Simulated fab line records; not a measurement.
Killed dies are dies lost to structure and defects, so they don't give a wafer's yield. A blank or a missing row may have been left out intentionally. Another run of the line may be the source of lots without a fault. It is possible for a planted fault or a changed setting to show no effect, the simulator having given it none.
Commonality check across tools ; flow rit-cmos ; Sample size 14 lots and 42 wafers

WHY THIS WAS OPENED
Of 14 lots, 2 have the reading NWELL_RS flagged at RIT_WELLDRIVE_RS_MEAS_01. No-fault wafers: 275.4 ohm/sq, standard deviation 0.73.
Rule: a lot gets a flag if all its wafers with a number sit over 4 standard deviations from that mean, or if no wafer of it has a number. The rest of the lots are taken to be sound.

lot;measured;on;NWELL_RS (ohm/sq), wafer by wafer;flag
L731;day 2 05:29;film-metro-04;275.6 275.2 274.2;
L732;day 2 10:01;film-metro-02;276.9 276.3 275.8;
L733;day 2 16:20;film-metro-02;276.0 275.5 276.5;
L734;day 2 20:08;film-metro-04;275.0 275.3 274.3;
L736;day 3 07:46;film-metro-03;275.6 275.1 275.8;
L737;day 3 11:50;film-metro-03;274.7 273.9 274.5;
L738;day 3 17:05;film-metro-03;275.1 274.9 275.0;
L739;day 4 00:12;film-metro-04;275.8 275.6 276.1;
L740;day 4 04:38;film-metro-04;275.0 275.2 274.9;
L745;day 5 07:20;film-metro-03;284.4 284.4 285.1;FLAGGED
L748;day 6 03:11;film-metro-04;284.5 283.7 283.6;FLAGGED
L752;day 6 18:16;film-metro-04;275.4 275.0 275.1;
L753;day 7 00:08;film-metro-02;276.6 276.5 276.1;
L754;day 7 03:56;film-metro-02;275.1 275.4 275.0;
The mean of the flagged lots' numbers is 284.3 ohm/sq, +8.9 ohm/sq from the usual (+12 standard deviations).

LOT BY LOT: THE TOOL USED
The record holds 1 process step before the reading, out of a route of 202 steps. Each cell gives the tool, then ch followed by the chambers the sampled wafers passed through, then the start.
lot;flag;RIT_WELLDRIVE_ANNEAL_00
L731;;furnace-04 ch 0, day 2 00:24
L732;;furnace-03 ch 0, day 2 04:54
L733;;furnace-04 ch 0, day 2 11:16
L734;;furnace-01 ch 0, day 2 15:02
L736;;furnace-01 ch 0, day 3 02:40
L737;;furnace-03 ch 0, day 3 06:45
L738;;furnace-04 ch 0, day 3 12:01
L739;;furnace-03 ch 0, day 3 19:05
L740;;furnace-01 ch 0, day 3 23:33
L745;FLAGGED;furnace-03 ch 0, day 5 02:13
L748;FLAGGED;furnace-03 ch 0, day 5 22:04
L752;;furnace-01 ch 0, day 6 13:07
L753;;furnace-04 ch 0, day 6 19:03
L754;;furnace-01 ch 0, day 6 22:48
What these steps do:
- RIT_WELLDRIVE_ANNEAL_00: time 14700 s.
- RIT_WELLDRIVE_RS_MEAS_01: measures by four-point-probe.

FLAGGED OVER TOTAL, TOOL BY TOOL (the gauges that took the reading come last)
step;tool;lots run;flagged;share of the flagged lots;sound lots run after its first flagged lot
RIT_WELLDRIVE_ANNEAL_00;furnace-01;5;0;none;-
RIT_WELLDRIVE_ANNEAL_00;furnace-03;5;2;all;0
RIT_WELLDRIVE_ANNEAL_00;furnace-04;4;0;none;-
RIT_WELLDRIVE_RS_MEAS_01;film-metro-02;4;0;none;-
RIT_WELLDRIVE_RS_MEAS_01;film-metro-03;4;1;some;0
RIT_WELLDRIVE_RS_MEAS_01;film-metro-04;6;1;some;1 (L752)

WHAT IS ALLOWED BY THE TABLE
Rows of the table that ran each flagged lot: 1, that is furnace-03 at RIT_WELLDRIVE_ANNEAL_00.
- furnace-03 at RIT_WELLDRIVE_ANNEAL_00: 2 of its 5 lots flagged. It ran its last sound lot, L739, at day 3 19:05 and its first flagged lot, L745, at day 5 02:13: a fault with its onset between the two fits. Its own readings lie more than 4 standard deviations out on every wafer of the flagged lots: tube-center-temp-C, tube_center_temp_C_max.
What remains is a single tool, furnace-03 at RIT_WELLDRIVE_ANNEAL_00.

WHAT THE SIMULATOR PUT IN
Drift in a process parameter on furnace-03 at RIT_WELLDRIVE_ANNEAL_00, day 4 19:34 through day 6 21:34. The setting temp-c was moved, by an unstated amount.
Lots struck among those shown: L745, L748. The rule above found the same.
